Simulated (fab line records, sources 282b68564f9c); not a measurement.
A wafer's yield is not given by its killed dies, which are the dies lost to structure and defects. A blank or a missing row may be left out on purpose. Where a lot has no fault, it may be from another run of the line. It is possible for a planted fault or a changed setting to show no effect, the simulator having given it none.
A struck lot beside a sound one | flow rit-cmos | 44 out of 202 route steps
Sound: the wafers L287.2, L287.5, L287.6. Wafers struck: L306.2, L306.3, L306.4. The cause is given at the end.
At each step with rows: each side's tool, then ch and its chambers, then its first start. Under that, the readings that differ: sound wafers | struck wafers | difference of the means | sigmas: that difference in standard deviations of wafers without a fault.
alike: readings with means less than 2 such deviations apart, plus words and numbers identical on both sides. not compared: withheld readings, readings lacking a value on some wafer, bounds such as >300 that could conceal the same value, and numbers that have no deviation in the record and whose values overlap.
The two part at a step that has a row with sigmas, a row that says differs or no value, or rows on one side only. When numbers do not overlap yet have no deviation, they are printed without sigmas and do not part them. Lack of a reading on every wafer of one side parts them only where that side has two or more wafers.

first, 2 steps without rows for these wafers: RIT_NLDD_HARDBAKE_07 (time 60 s); RIT_NLDD_IMPLANT_08.
RIT_NLDD_STRIP_09: strips in O2, time 180 s.
  sound on plasma-asher-01 ch 0,1, day 3 10:50; struck on plasma-asher-04 ch 0,1, day 7 04:43
  alike: chamber-pressure-mTorr, drypump-motor-current-A
  not compared: rf-hours-counter-h
RIT_NLDD_TW_MEAS_10:
  sound on film-metro-02, day 3 11:01; struck on film-metro-04, day 7 04:54
  alike: NLDD_TW
then, 6 steps without rows for these wafers: RIT_PLDD_HMDS_00 (prime time 60 s); RIT_PLDD_COAT_01 (resist thk 1000 nm); RIT_PLDD_SOFTBAKE_02 (time 60 s); RIT_PLDD_EXPOSE_03 (exposes mask M8, target cd 40900 nm); RIT_PLDD_PEB_04; RIT_PLDD_DEVELOP_05 (develop time 50 s).
RIT_PLDD_OVL_MEAS_06:
  sound on overlay-01, day 3 11:55; struck on overlay-01, day 7 05:56
  alike: PLDD_OVL
then, 1 step without rows for these wafers: RIT_PLDD_HARDBAKE_07 (time 60 s).
RIT_PLDD_IMPLANT_08:
  sound on implanter-04 ch 0, day 3 12:07; struck on implanter-02 ch 0, day 7 06:08
  reading                   | sound                | struck               | difference | sigmas
  beam-energy-keV           | 20.000 19.997 19.998 | 16.401 16.393 16.400 | -3.600     | -99 or more
  model.implant.rp-nm (nm)  | 17.53 17.53 17.53    | 15.46 15.46 15.46    | -2.07      |
  model.implant.drp-nm (nm) | 9.752 9.752 9.752    | 8.481 8.481 8.481    | -1.271     |
RIT_PLDD_STRIP_09: strips in O2, time 180 s.
  sound on plasma-asher-01 ch 0,1, day 3 12:15; struck on plasma-asher-01 ch 0,1, day 7 06:16
  alike: chamber-pressure-mTorr, drypump-motor-current-A
  not compared: rf-hours-counter-h
RIT_PLDD_TW_MEAS_10:
  sound on film-metro-02, day 3 12:26; struck on film-metro-02, day 7 06:27
  reading | sound          | struck         | difference | sigmas
  PLDD_TW | 2286 2293 2293 | 2192 2168 2177 | -112       | -4
then, 4 steps without rows for these wafers: RIT_SPACER_CLEAN_00 (cleans in SC1, time 600 s); RIT_SPACER_CLEAN_01 (cleans in dHF, time 30 s); RIT_SPACER_CLEAN_02 (cleans in SC2, time 600 s); RIT_SPACER_CVD_03 (deposits Si3N4 from SiH2Cl2/NH3, target thk 250 nm, time 3300 s).
RIT_SPACER_THK_MEAS_04:
  sound on film-metro-03, day 3 14:49; struck on film-metro-04, day 7 08:49
  alike: SPACER_NITRIDE_THK
RIT_SPACER_ETCHBACK_05: etches Si3N4 in SF6/CHF3, stops on SiO2, target depth 250 nm, time 240 s.
  sound on rie-diel-03 ch 0,1,3, day 3 14:52; struck on rie-diel-01 ch 0,2,3, day 7 08:52
  alike: CHF3_flow_sccm, SF6_flow_sccm, chamber-pressure-mTorr, drypump-motor-current-A, oes-product-au, throttle-valve-pct
  not compared: rf-hours-counter-h
then, 6 steps without rows for these wafers: RIT_NSD_HMDS_00 (prime time 60 s); RIT_NSD_COAT_01 (resist thk 1000 nm); RIT_NSD_SOFTBAKE_02 (time 60 s); RIT_NSD_EXPOSE_03 (exposes mask M9, target cd 40700 nm); RIT_NSD_PEB_04; RIT_NSD_DEVELOP_05 (develop time 50 s).
RIT_NSD_OVL_MEAS_06:
  sound on overlay-02, day 3 15:59; struck on overlay-01, day 7 10:06
  alike: NSD_OVL
then, 2 steps without rows for these wafers: RIT_NSD_HARDBAKE_07 (time 60 s); RIT_NSD_IMPLANT_08.
RIT_NSD_STRIP_09: strips in O2, time 180 s.
  sound on plasma-asher-04 ch 0,1, day 3 16:19; struck on plasma-asher-04 ch 0,1, day 7 10:26
  alike: chamber-pressure-mTorr, drypump-motor-current-A
  not compared: rf-hours-counter-h
RIT_NSD_TW_MEAS_10:
  sound on film-metro-02, day 3 16:30; struck on film-metro-03, day 7 10:37
  alike: NSD_TW
then, 6 steps without rows for these wafers: RIT_PSD_HMDS_00 (prime time 60 s); RIT_PSD_COAT_01 (resist thk 1000 nm); RIT_PSD_SOFTBAKE_02 (time 60 s); RIT_PSD_EXPOSE_03 (exposes mask M10, target cd 40900 nm); RIT_PSD_PEB_04; RIT_PSD_DEVELOP_05 (develop time 50 s).
RIT_PSD_OVL_MEAS_06:
  sound on overlay-01, day 3 17:32; struck on overlay-01, day 7 11:38
  alike: PSD_OVL
then, 2 steps without rows for these wafers: RIT_PSD_HARDBAKE_07 (time 60 s); RIT_PSD_IMPLANT_08.
RIT_PSD_STRIP_09: strips in O2, time 180 s.
  sound on plasma-asher-01 ch 0,1, day 3 17:52; struck on plasma-asher-03 ch 0,1, day 7 11:58
  alike: chamber-pressure-mTorr, drypump-motor-current-A
  not compared: rf-hours-counter-h
RIT_SDANNEAL_RS_MEAS_06: uses a four-point probe to measure.
  sound on film-metro-02, day 3 18:47; struck on film-metro-04, day 7 13:04
  reading          | sound             | struck            | difference | sigmas
  PLDD_RS (ohm/sq) | 179.4 179.0 178.9 | 190.6 191.4 191.4 | +12.0      | +26
RIT_M1_PROBE_99:
  sound on prober-02, day 4 01:50; struck on prober-02, day 7 20:25
  reading                             | sound           | struck            | difference | sigmas
  model.etest.pmos-turned.r-on-ohm-um | 3347 3266 3326  | 4041 4041 4218    | +787       |
  model.etest.pmos_0p3.r-on-ohm-um    | 6357 6277 6289  | 6683 6681 6853    | +431       |
  model.etest.pmos_0p15.r-on-ohm-um   | 2714 2636 2685  | 3116 3114 3232    | +476       |
  model.etest.pldd.rs-ohm-sq          | 472 461.3 469.7 | 683.2 696.8 722.6 | +233.2     |
  model.etest.pldd.line-ohm-um        | 152.2 145.6 145 | 216.2 221.2 225.4 | +73.3      |
  model.etest.pmos-turned.drive-ua-um | 198 203.2 197.3 | 148.5 146.9 142.7 | -53.5      |
  model.etest.pmos_0p15.drive-ua-um   | 262.3 269 263.6 | 225.9 224 221     | -41.3      |
  model.etest.pmos-narrow.drive-ua-um | 100.5 102.3 101 | 96.36 95.45 93.76 | -6.08      |
  alike: killed-at-contacts, killed-at-front-end, killed-dies, killed-open, killed-short

WHERE THEY PART
Last at RIT_SDANNEAL_RS_MEAS_06 as far as this record goes, first at RIT_PLDD_IMPLANT_08. Later steps at which nothing parts them and some readings are alike: RIT_M1_PROBE_99.

WHY: the cause the simulator had injected
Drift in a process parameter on implanter-02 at RIT_PLDD_IMPLANT_08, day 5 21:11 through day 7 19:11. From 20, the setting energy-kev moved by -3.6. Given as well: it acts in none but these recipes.
